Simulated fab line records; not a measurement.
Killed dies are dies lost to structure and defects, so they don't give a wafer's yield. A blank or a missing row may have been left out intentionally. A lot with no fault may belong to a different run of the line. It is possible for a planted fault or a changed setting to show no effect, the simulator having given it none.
Chamber matching -- flow berkeley cmos170 -- UCB170_PWELL_ETCH_14 on rie diel-04: 4 sister chambers
The step etches Si3N4 in CH3F/Ar/O2, stops on SiO2, target depth 242 nm, time 151 s. 4 wafers are shown with their chamber, then 6 later ones without.

## WAFERS, EACH WITH ITS CHAMBER
wafer,chamber,drypump motor current A (A)
L225.3,2,5.6
L232.4,0,6.7
L235.2,1,5.0
L235.3,3,5.5

## WAFERS WITHOUT THEIR CHAMBER
wafer,drypump motor current A (A)
L235.4,5.6
L237.2,6.7
L237.4,5.5
L237.6,4.9
L244.5,5.0
L244.6,5.6

## THE CHAMBER EACH PASSED THROUGH
wafer,from the rows above,in truth
L235.4,2,2
L237.2,0,0
L237.4,3,3
L237.6,1,1
L244.5,1,1
L244.6,2,2
Correct placement for 6 of the 6. Left unplaced by these rows: 0. Number placed wrongly: 0.
How it was worked out, from the rows above alone: a wafer's distance from a chamber is the root of the sum, over the readings, of the square of ((its reading less the chamber's mean) divided by the reading's scatter). The wafer belongs to the nearest chamber; if the next one is less than 2 further off, it can't be placed. Each chamber's mean is taken over the wafers shown for it. The scatter: with one shown wafer a chamber, the root of the mean of the squares of how far each hidden wafer lies from its nearest shown one.
